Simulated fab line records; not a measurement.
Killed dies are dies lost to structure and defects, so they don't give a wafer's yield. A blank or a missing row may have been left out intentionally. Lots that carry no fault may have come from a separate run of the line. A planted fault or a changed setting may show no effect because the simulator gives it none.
A struck lot beside a sound one + flow rit cmos + 15 steps out of a route of 202
Sound: wafers L174.1, L174.2, L174.4. The struck wafers were L177.1, L177.2, L177.6. Last of all comes the cause.
Order at every step that has rows: each side's tool, ch and its chambers, its first start. Under that, the readings that differ: sound wafers + struck wafers + difference of the means + sigmas: that difference in standard deviations of wafers without a fault.
alike: words and numbers the same on both sides, and readings whose means are apart by under 2 such deviations; not compared: readings that were withheld, readings missing a value for some wafer, numbers with overlapping values and no deviation given by the record, and bounds like >300 which may hide the same value.
A row with sigmas, a row that says differs or no value, or rows on one side alone: a step with any of these is where the two part. When numbers do not overlap yet have no deviation, they are printed without sigmas and do not part them. A reading that every wafer of one side lacks parts them only if that side has two wafers or more.

RIT_M1_RS_MEAS_01: measures by four-point-probe.
  struck on film metro-04, day 4 08:16; sound on film metro-02, day 3 16:11
  alike: M1_AL_RS
RIT_M1_THK_MEAS_02: measures by xrf.
  struck on film metro-04, day 4 08:23; sound on film metro-02, day 3 16:18
  alike: M1_AL_THK
then, 6 steps without rows for these wafers: RIT_M1_HMDS_03 (prime time 60 s); RIT_M1_COAT_04 (resist thk 1300 nm); RIT_M1_SOFTBAKE_05 (time 60 s); RIT_M1_EXPOSE_06 (exposes mask M12, target cd 2600 nm); RIT_M1_PEB_07; RIT_M1_DEVELOP_08 (develop time 68 s).
RIT_M1_CD_MEAS_09: the cd target is 2600 nm.
  struck on cd sem-02, day 4 09:26; sound on cd sem-01, day 3 17:19
  alike: cd nm
RIT_M1_OVL_MEAS_10:
  struck on overlay-02, day 4 09:34; sound on overlay-01, day 3 17:26
  alike: M1_OVL
then, 1 step without rows for these wafers: RIT_M1_HARDBAKE_11 (time 120 s).
RIT_M1_METAL_ETCH_12: etches Al in Cl2/BCl3, stops on SiO2, time 165 s, target depth 600 nm.
  sound on rie metal-01 ch 0,1, day 3 17:43; struck on rie metal-03 ch 0,1, day 4 09:51
  alike: drypump motor current A, oes product au, rf fwd power W, throttle valve pct
  not compared: rf hours counter h
RIT_M1_STRIP_13: strips in nmp, time 600 s.
  sound on wet bench-03 ch 2, day 3 17:53; struck on wet bench-03 ch 3, day 4 10:01
| reading          | sound       | struck      | difference | sigmas |
|------------------|-------------|-------------|------------|--------|
| run length s (s) | 629 629 629 | 579 579 579 | -50        | -17    |
  alike: bath heat duty pct
RIT_M1_STRIP_14: strips in O2, time 180 s.
  sound on plasma asher-03 ch 0,1, day 3 18:03; struck on plasma asher-04 ch 0,1, day 4 10:11
  alike: drypump motor current A, run length s
  not compared: rf hours counter h
RIT_M1_PROBE_99:
  struck on prober-02, day 4 14:26; sound on prober-01, day 3 19:58
  alike: defect limited yield, killed at contacts, killed at front end, killed dies, killed open, killed short, sort_bin_3_pad_short, sort_bin_5_function, sort_bin_6_memory, sort n pass, sort yield pct

== WHERE THEY PART ==
RIT_M1_STRIP_13 only, going by this record. Later steps at which nothing parts them and some readings are alike: RIT_M1_STRIP_14, RIT_M1_PROBE_99.

WHY: whatever the simulator had introduced
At RIT_M1_STRIP_13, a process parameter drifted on wet bench-03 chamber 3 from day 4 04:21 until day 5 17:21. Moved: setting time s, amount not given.
